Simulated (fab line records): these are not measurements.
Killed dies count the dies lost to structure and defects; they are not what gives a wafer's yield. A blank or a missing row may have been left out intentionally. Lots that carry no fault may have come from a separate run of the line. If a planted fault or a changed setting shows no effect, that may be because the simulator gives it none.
Problem report, 8D (eight disciplines) form, completed by code	flow berkeleyCmos170	the parts of the form that need people (team, actions taken, sign-off) are left out

## 1. THE PROBLEM
At UCB170_PLDD_HMDS_00, primeTempC averages 89.21 C over 9 wafers from 3 lots, while fault-free wafers read 100.01 C, standard deviation 0.12. That is -90 standard deviations from the usual mean.
The step: prime time 60 s.
First seen on wafer L823.2, day 10 05:17, on lithoTrack-03. Wafers with a number at this step in the record: 45, from 15 lots. Rule for "out" (also "out of limits"): further than 4 standard deviations from the usual mean. The rest of the wafers with a number are treated as sound.

## 2. WHAT IT IS, AND WHAT IT ISN'T
question	is	is not
which readings at this step	primeTempC	-
which lots	L823, L824, L825	L803, L804, L805, L806, L810, L811, L812, L813, L814, L818, L819, L822
which wafers of those lots	all that have a number	-
read on which tools	lithoTrack-03	lithoTrack-01, lithoTrack-04
when	from day 10 05:17	up to then (36 sound wafers)

## 3. SUSPECTS, AND WHAT RULES EACH OUT
Counting: a tool at any process step up to the reading remains a suspect when it ran all the lots that are out and ran no sound lot after the first of those.
- rieSi-01 at UCB170_GATE_ETCH_15 (etches poly-Si in HBr/Cl2, stops on SiO2, time 56.3 s, target depth 278.2 nm): kept. All lots that are out passed through it, beginning with L823 at day 10 04:43, and no sound lot followed; its final sound lot before that point was L818 at day 9 08:57.
- lithoTrack-03 at UCB170_PLDD_HMDS_00 (prime time 60 s): kept. All lots that are out passed through it, beginning with L823 at day 10 05:17, and no sound lot followed; its final sound lot before that point was L819 at day 9 10:07. On those wafers its own readings are out: primeTempC.
What counting leaves: rieSi-01 at UCB170_GATE_ETCH_15 and lithoTrack-03 at UCB170_PLDD_HMDS_00.

## 4. THE CAUSE (what the simulator had put in)
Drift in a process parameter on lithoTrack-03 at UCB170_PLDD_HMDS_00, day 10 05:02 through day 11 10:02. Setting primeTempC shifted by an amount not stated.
This tool is one of the 2 suspects left after counting.

## 5. THE EFFECT CHAIN, in route order
Rows list readings where the struck wafers' mean (over those with a number) sits beyond 3 standard deviations from the usual. Readings are gone through only where the record gives a usual standard deviation; hours: the median, over the lots, of the time from a lot's start at the first step in this table giving one to that lot's start at this step; sigmas: the change measured in usual standard deviations.
hours	step	reading	usual	on struck wafers	change	sigmas
0	UCB170_PLDD_HMDS_00	primeTempC	100.01 C	89.21	-10.80	-90
Here are the process steps it includes:
- UCB170_PLDD_HMDS_00: prime time 60 s.

## 6. HOW IT WOULD HAVE BEEN CAUGHT EARLIER
In this record the first reading out of limits was taken at day 10 05:17, 0 hours after the fault began at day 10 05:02.
